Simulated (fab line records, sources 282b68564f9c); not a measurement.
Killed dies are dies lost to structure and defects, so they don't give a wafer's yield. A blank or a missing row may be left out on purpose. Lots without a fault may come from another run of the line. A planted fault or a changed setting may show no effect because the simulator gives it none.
One fault seen from 2 desks | flow rit_cmos | each desk has only its own numbers; what lay behind them comes last

THE TOOL OWNER'S DESK: implanter-04
The tool's own readings at RIT_NLDD_IMPLANT_08: means of the sampled wafers that have a number, for each lot that ran on this tool. A lot is out of limits, marked OUT, if its mean lies more than 4 standard deviations from the usual mean; the brackets give that distance.
Columns: A = dose_ions_cm2 at RIT_NLDD_IMPLANT_08, usual 5e+14; B = faraday_current_uA at RIT_NLDD_IMPLANT_08, usual 1573
lot  | first seen here | A                       | B
L106 | day 3 15:54     | 5e+14                   | 1598
L109 | day 4 06:19     | 5e+14                   | 1574
L110 | day 4 12:58     | 5e+14                   | 1569
L116 | day 5 15:23     | 3e+14 (-99 or more) OUT | 1019 (-18) OUT
L117 | day 5 21:28     | 3e+14 (-99 or more) OUT | 998 (-19) OUT
This desk's finding: out of limits on L116, L117; first on L116, day 5 15:23 (dose_ions_cm2 at RIT_NLDD_IMPLANT_08). In limits: L106, L109, L110.

THE METROLOGY DESK
What the gauges read, lot by lot, whatever tool the lot ran on: means of the sampled wafers that have a number. A lot is out of limits, marked OUT, if its mean lies more than 4 standard deviations from the usual mean; the brackets give that distance.
Columns: A = NLDD_TW at RIT_NLDD_TW_MEAS_10, usual 2472; B = NLDD_RS at RIT_SDANNEAL_RS_MEAS_07, usual 151.8 ohm/sq
lot  | first seen here | A               | B
L103 | day 2 18:45     | 2488            | 152.2
L104 | day 3 02:52     | 2473            | 151.6
L106 | day 3 16:13     | 2437            | 151.5
L107 | day 3 19:56     | 2501            | 152.1
L108 | day 3 23:10     | 2515            | 151.7
L109 | day 4 06:38     | 2465            | 151.9
L110 | day 4 13:18     | 2509            | 151.1
L116 | day 5 15:41     | 2159 (-10) OUT  | 216.9 (+99 or more) OUT
L117 | day 5 21:46     | 2214 (-8.3) OUT | 217.6 (+99 or more) OUT
L120 | day 6 11:15     | 2492            | 152.5
L121 | day 6 13:40     | 2481            | 152.5
L122 | day 6 23:04     | 2412            | 151.6
L125 | day 7 10:08     | 2417            | 151.7
L126 | day 7 17:26     | 2485            | 151.7
This desk's finding: out of limits on L116, L117; first on L116, day 5 15:41 (NLDD_TW at RIT_NLDD_TW_MEAS_10). In limits: L103, L104, L106, L107, L108, L109, L110, L120, L121, L122, L125, L126.

PUT TOGETHER
The tool owner's desk could have raised an alarm at day 5 15:23, on L116, L117.
The metrology desk could have raised an alarm at day 5 15:41, on L116, L117.
Of the lots named, all ran RIT_NLDD_IMPLANT_08 on implanter-04.

WHAT THE SIMULATOR HAD PUT IN
Process parameter drift: implanter-04, from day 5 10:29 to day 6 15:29, at RIT_NLDD_IMPLANT_08. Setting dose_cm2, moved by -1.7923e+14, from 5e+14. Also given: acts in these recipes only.
Lots struck among those shown: L116, L117.
Hours from the fault's start to each desk's first reading out of limits: the tool owner's desk, 5; the metrology desk, 5.
